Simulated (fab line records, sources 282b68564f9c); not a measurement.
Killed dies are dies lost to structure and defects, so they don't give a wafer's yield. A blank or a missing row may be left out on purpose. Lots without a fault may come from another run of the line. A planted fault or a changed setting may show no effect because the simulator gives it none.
Split-lot experiment | flow rit_cmos | 5 lots, 23 wafers read, on a route of 202 steps

THE SPLIT
At RIT_GATE_COAT_11 (resist thk 850 nm), the setting resist_thk_nm was moved away from the recipe's 850 nm on 8 of the 23 wafers read, by -1.9% to +3.9%. The other wafers ran this setting at the recipe's value.

FROM THE SPLIT TO THE READING: what the file shows between them, 3 steps
- RIT_GATE_SOFTBAKE_12: time 60 s
- RIT_GATE_EXPOSE_13: exposes mask M6, target cd 150 nm
- RIT_GATE_HARDBAKE_18: time 60 s

THE READING
NOVOLAK_of_GATE_COAT_11.thk_nm (the simulator's own value, which no gauge read), in nm, at RIT_GATE_ETCH_19 (etches poly-Si in SF6/CHF3/O2, stops on SiO2, time 165 s, target depth 312.5 nm). The file gives no usual value for it. The 15 wafers here that ran the recipe average 671.8 nm, standard deviation 2.1 nm.

wafer  | tool, chamber at the split | resist_thk_nm as run, nm | against the recipe | NOVOLAK_of_GATE_COAT_11.thk_nm, nm | against lot-mates on the recipe
L074.1 | litho_track-03, 0          | 850                      | recipe             | 670.1                              | -
L074.4 | litho_track-03, 0          | 850                      | recipe             | 670.4                              | -
L074.5 | litho_track-03, 0          | 850                      | recipe             | 670.8                              | -
L075.1 | litho_track-02, 0          | 850                      | recipe             | 674.2                              | -
L075.2 | litho_track-02, 0          | 875.5                    | +3.0%              | 693.6                              | +20.6
L075.3 | litho_track-02, 0          | 850                      | recipe             | 671.6                              | -
L075.5 | litho_track-02, 0          | 850                      | recipe             | 673.3                              | -
L075.6 | litho_track-02, 0          | 875.5                    | +3.0%              | 695.4                              | +22.4
L077.1 | litho_track-04, 0          | 850                      | recipe             | 676.8                              | -
L077.2 | litho_track-04, 0          | 850                      | recipe             | 669.7                              | -
L077.4 | litho_track-04, 0          | 850                      | recipe             | 670.9                              | -
L077.5 | litho_track-04, 0          | 850                      | recipe             | 671                                | -
L077.6 | litho_track-04, 0          | 850                      | recipe             | 674.2                              | -
L079.1 | litho_track-03, 0          | 850                      | recipe             | 672.3                              | -
L079.2 | litho_track-03, 0          | 833.6                    | -1.9%              | 661.2                              | -10.5
L079.4 | litho_track-03, 0          | 850                      | recipe             | 671.1                              | -
L079.5 | litho_track-03, 0          | 833.6                    | -1.9%              | 660                                | -11.7
L079.6 | litho_track-03, 0          | 833.6                    | -1.9%              | 659.1                              | -12.6
L084.1 | litho_track-04, 0          | 882.8                    | +3.9%              | 698.6                              | +28.4
L084.2 | litho_track-04, 0          | 850                      | recipe             | 672.4                              | -
L084.3 | litho_track-04, 0          | 882.8                    | +3.9%              | 699.9                              | +29.6
L084.5 | litho_track-04, 0          | 850                      | recipe             | 668.1                              | -
L084.6 | litho_track-04, 0          | 882.8                    | +3.9%              | 697.5                              | +27.2

THE FIT
A straight line over all 23 wafers: NOVOLAK_of_GATE_COAT_11.thk_nm changes by +6.91 nm for each +1% of resist_thk_nm; r = +0.99; the points scatter about the line by 2 nm.
The same after taking each lot's own level away (the mean of its wafers on the recipe; 23 wafers): +7.04 nm for each +1%; r = +0.99; scatter 1.8 nm.
On that fit, the largest move of resist_thk_nm shifts the reading by 27 nm.
The lots' own levels span 670.25 to 673.03 nm, that is 1.3 times the standard deviation above.
So the lot-to-lot level changes the slope little: the two slopes agree.
Check: with one of the wafers moved furthest among these (+3.9%) left out of the fit, the line predicts +27.4 nm for it against its lot-mates. It came out at +28.4 nm against them.

OTHER SPLITS ON THESE WAFERS
These wafers also went through other splits before the reading. Each is held against what the fit with the lots' levels taken away leaves over:
other split on the same wafers       | wafers away from the commonest value | r with NOVOLAK_of_GATE_COAT_11.thk_nm (lot level and that fit taken away)
RIT_ACTIVE_COAT_06 spin_rpm          | 6                                    | -0.06
RIT_ACTIVE_DEVELOP_10 develop_time_s | 11                                   | -0.05
RIT_NWELL_COAT_01 resist_thk_nm      | 10                                   | +0.38
RIT_NWELL_IMPLANT_08 energy_kev      | 9                                    | -0.07
RIT_NRETRO_COAT_01 resist_thk_nm     | 5                                    | -0.06
RIT_GATE_CVD_08 temp_c               | 18                                   | -0.08

THE WHOLE CHAIN: every reading that the file lists as answering this split, in the file's order
step                 | what it does                                                                    | reading                                                                         | change (the file's fit)              | r (the file's)
RIT_GATE_COAT_11     | resist thk 850 nm                                                               | NOVOLAK_of_GATE_COAT_11.thk_nm (the simulator's own value, which no gauge read) | +8.52 nm for each +1% of the setting | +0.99
RIT_GATE_HARDBAKE_18 | time 60 s                                                                       | NOVOLAK_of_GATE_COAT_11.thk_nm (the simulator's own value, which no gauge read) | +7.45 nm for each +1% of the setting | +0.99
RIT_GATE_ETCH_19     | etches poly-Si in SF6/CHF3/O2, stops on SiO2, time 165 s, target depth 312.5 nm | NOVOLAK_of_GATE_COAT_11.thk_nm (the simulator's own value, which no gauge read) | +7.11 nm for each +1% of the setting | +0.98

THE FILE'S OWN FIT
NOVOLAK_of_GATE_COAT_11.thk_nm changes by +7.11 nm for each +1% of resist_thk_nm, r = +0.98.
